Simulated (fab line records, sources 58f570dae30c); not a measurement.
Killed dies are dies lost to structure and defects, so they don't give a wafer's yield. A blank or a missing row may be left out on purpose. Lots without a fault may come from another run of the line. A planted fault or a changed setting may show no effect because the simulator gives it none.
Chamber matching | flow berkeley_cmos170 | UCB170_NWELL_ETCH_13 on rie_diel-02: 4 sister chambers
The step etches Si3N4 in CH3F/Ar/O2, stops on SiO2, target depth 246.4 nm, time 154 s. 8 wafers are shown with their chamber, then 9 later ones without.

WAFERS WITH THEIR CHAMBER
wafer  | chamber | drypump_motor_current_A (A) | throttle_valve_pct (%)
L085.2 | 1       | 6.0                         | 7.89
L085.3 | 2       | 6.4                         | 8.36
L091.1 | 1       | 6.0                         | 7.91
L091.2 | 3       | 6.4                         | 8.19
L091.3 | 0       | 5.7                         | 8.01
L091.4 | 2       | 6.4                         | 8.38
L091.5 | 3       | 6.3                         | 8.19
L091.6 | 0       | 5.7                         | 8.02

WAFERS WITHOUT THEIR CHAMBER
wafer  | drypump_motor_current_A (A) | throttle_valve_pct (%)
L093.1 | 6.0                         | 7.91
L093.4 | 6.4                         | 8.35
L093.5 | 6.3                         | 8.20
L095.1 | 6.3                         | 8.37
L095.3 | 6.0                         | 7.90
L095.4 | 5.8                         | 8.00
L097.2 | 6.4                         | 8.21
L097.4 | 5.7                         | 8.02
L097.6 | 6.4                         | 8.35

WHICH CHAMBER EACH WENT THROUGH
wafer  | from the rows above | in truth
L093.1 | 1                   | 1
L093.4 | 2                   | 2
L093.5 | 3                   | 3
L095.1 | 2                   | 2
L095.3 | 1                   | 1
L095.4 | 0                   | 0
L097.2 | 3                   | 3
L097.4 | 0                   | 0
L097.6 | 2                   | 2
Placed correctly: 9 of 9. Can't be placed from these rows: 0. Placed wrongly: 0.
How it was worked out, from the rows above alone: a wafer's distance from a chamber is the root of the sum, over the readings, of the square of ((its reading less the chamber's mean) divided by the reading's scatter). The wafer belongs to the nearest chamber; if the next one is less than 2 further off, it can't be placed. A chamber's mean is the mean of its shown wafers. The scatter: the root of (the sum of the squares of (reading less its chamber's mean) over the shown wafers, divided by (wafers less chambers)).
